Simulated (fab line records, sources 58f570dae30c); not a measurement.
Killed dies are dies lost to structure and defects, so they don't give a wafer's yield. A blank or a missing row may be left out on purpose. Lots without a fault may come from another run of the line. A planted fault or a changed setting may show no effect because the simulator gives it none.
Which tool did it? | flow berkeley_cmos170 | 13 lots, 39 wafers sampled, at 2 steps of a route of 331

WHAT THE GAUGES READ, wafer by wafer
UCB170_GATE_CD_MEAS_12: target cd 350 nm.
lot  | measured     | on        | cd_nm (nm)
L148 | day 7 12:43  | cd_sem-02 | 350.3 350.9 349.8
L147 | day 7 13:00  | cd_sem-01 | 349.1 349.7 349.0
L144 | day 7 13:17  | cd_sem-02 | 351.9 351.2 351.0
L150 | day 8 12:03  | cd_sem-01 | 374.8 373.9 376.1
L158 | day 10 00:44 | cd_sem-02 | 350.4 350.4 350.2
L159 | day 10 00:58 | cd_sem-02 | 350.4 350.2 351.0
L160 | day 10 15:02 | cd_sem-02 | 348.7 349.6 348.2
L161 | day 11 01:52 | cd_sem-01 | 350.0 351.2 350.7
L162 | day 11 02:11 | cd_sem-01 | 348.4 349.1 349.0
L165 | day 11 07:54 | cd_sem-02 | 349.6 348.7 349.4
L164 | day 11 08:07 | cd_sem-02 | 352.0 351.3 350.6
L167 | day 11 22:29 | cd_sem-02 | 349.3 348.8 349.2
L166 | day 11 22:54 | cd_sem-01 | 349.8 349.7 350.5

WHICH TOOL RAN EACH LOT (tool, then ch and the chambers of the sampled wafers, then the start)
lot  | UCB170_GATE_EXPOSE_09
L148 | krf_scanner-02 ch 0, day 7 12:00
L147 | krf_scanner-02 ch 0, day 7 12:36
L144 | krf_scanner-02 ch 0, day 7 12:45
L150 | krf_scanner-02 ch 0, day 8 11:40
L158 | krf_scanner-02 ch 0, day 10 00:02
L159 | krf_scanner-01 ch 0, day 10 00:21
L160 | krf_scanner-01 ch 0, day 10 14:19
L161 | krf_scanner-02 ch 0, day 11 01:28
L162 | krf_scanner-01 ch 0, day 11 01:45
L165 | krf_scanner-02 ch 0, day 11 07:28
L164 | krf_scanner-01 ch 0, day 11 07:44
L167 | krf_scanner-01 ch 0, day 11 22:05
L166 | krf_scanner-02 ch 0, day 11 22:31
- UCB170_GATE_EXPOSE_09: exposes mask POLY, target cd 350 nm.

WHAT THE TOOLS THEMSELVES READ (means of the sampled wafers that have a number; where no wafer has one, the mark that the record gives instead)
UCB170_GATE_EXPOSE_09.
lot  | tool           | focus_offset_nm (nm)
L148 | krf_scanner-02 | -0.4
L147 | krf_scanner-02 | 0.4
L144 | krf_scanner-02 | 0.2
L150 | krf_scanner-02 | 0.6
L158 | krf_scanner-02 | -0.7
L159 | krf_scanner-01 | -0.7
L160 | krf_scanner-01 | 0.6
L161 | krf_scanner-02 | -0.5
L162 | krf_scanner-01 | -0.5
L165 | krf_scanner-02 | 0.1
L164 | krf_scanner-01 | 0.0
L167 | krf_scanner-01 | -0.7
L166 | krf_scanner-02 | -0.2

THE ANSWER, worked out from the rows above alone
Rule: what is usual is taken from the lots themselves. Put in order of their means at a reading, lots are off if they are a third of the lots or fewer, leave a main group of 4 or more, and stand apart from it by a gap of 3 or more times the standard deviation of the main group's means; of several such gaps the widest counts. A main group whose means are all the same, to the digits that the tables above print for the reading, isn't used. A lot without any number at a reading at which 4 lots or more have one is off too. The other lots that the step has rows for count as sound. The gauges are gone through in route order, then the tools' own readings, and for those a lot's mean is taken as printed above. The first step at which some lot is off is used, and at that step the reading that is off furthest; a lot without a number counts as furthest.
Off: L150, at UCB170_GATE_CD_MEAS_12 (cd_nm). The main group: mean 350.0 nm, standard deviation 0.87.
A tool fits if, at a process step before that reading, it ran every lot that is off, and no sound lot after the first of them. The gauges at UCB170_GATE_CD_MEAS_12 are tried like those tools. None of those tried fits.

WHAT THE SIMULATOR HAD PUT IN
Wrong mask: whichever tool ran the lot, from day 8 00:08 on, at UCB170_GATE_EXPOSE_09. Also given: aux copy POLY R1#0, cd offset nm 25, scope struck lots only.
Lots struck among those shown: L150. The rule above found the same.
